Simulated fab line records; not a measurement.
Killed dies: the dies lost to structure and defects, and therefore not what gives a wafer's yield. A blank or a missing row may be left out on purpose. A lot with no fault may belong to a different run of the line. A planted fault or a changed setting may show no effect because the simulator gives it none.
What tool caused it? :: flow berkeley_cmos170 :: 14 lots (42 wafers sampled), 1 step of a 331-step route

WHAT THE GAUGES READ, wafer by wafer
UCB170_PSD_OVL_MEAS_07.
lot: L173
measured: day 7 17:09
on: overlay-01
PSD_OVL (nm): -3 4 1

lot: L175
measured: day 8 05:08
on: overlay-01
PSD_OVL (nm): 0 1 1

lot: L174
measured: day 8 05:18
on: overlay-02
PSD_OVL (nm): 0 7 3

lot: L179
measured: day 9 09:18
on: overlay-01
PSD_OVL (nm): -5 -1 -6

lot: L178
measured: day 9 09:23
on: overlay-01
PSD_OVL (nm): 8 3 10

lot: L181
measured: day 9 09:43
on: overlay-01
PSD_OVL (nm): 7 8 2

lot: L184
measured: day 10 23:55
on: overlay-02
PSD_OVL (nm): -2 -2 4

lot: L187
measured: day 11 00:09
on: overlay-02
PSD_OVL (nm): 3 9 6

lot: L190
measured: day 12 02:26
on: overlay-02
PSD_OVL (nm): 11 -1 5

lot: L192
measured: day 12 05:14
on: overlay-01
PSD_OVL (nm): 5 6 -5

lot: L193
measured: day 12 05:26
on: overlay-01
PSD_OVL (nm): 13 5 12

lot: L194
measured: day 13 20:01
on: overlay-01
PSD_OVL (nm): 14 10 12

lot: L195
measured: day 13 20:17
on: overlay-01
PSD_OVL (nm): 6 2 -4

lot: L196
measured: day 14 04:17
on: overlay-02
PSD_OVL (nm): -7 -11 1

EACH LOT AND THE TOOL THAT RAN IT (in order: tool; ch and the chambers of the sampled wafers; start)
No process step before these readings appears in the record.

WHAT THE TOOLS THEMSELVES READ (means of the sampled wafers that have a number; where no wafer has one, the mark that the record gives instead)
The record holds no such reading with a usual standard deviation.

THE ANSWER, worked out from the rows above alone
Rule: usual is defined by the lots themselves. Put in order of their means at a reading, lots are off if they are a third of the lots or fewer, leave a main group of 4 or more, and stand apart from it by a gap of 3 or more times the standard deviation of the main group's means; of several such gaps the widest counts. If all means in a main group match to the digits the tables above print for the reading, that group is not used. A lot without any number at a reading at which 4 lots or more have one is off too. The other lots that the step has rows for count as sound. Order of review: gauges by route order, followed by the tools' own readings, for which a lot's mean as printed above is used. The first step at which some lot is off is used, and at that step the reading that is off furthest; a lot without a number counts as furthest.
None of the lots is off at any reading shown; this tells nothing.

WHAT THE SIMULATOR HAD INSERTED
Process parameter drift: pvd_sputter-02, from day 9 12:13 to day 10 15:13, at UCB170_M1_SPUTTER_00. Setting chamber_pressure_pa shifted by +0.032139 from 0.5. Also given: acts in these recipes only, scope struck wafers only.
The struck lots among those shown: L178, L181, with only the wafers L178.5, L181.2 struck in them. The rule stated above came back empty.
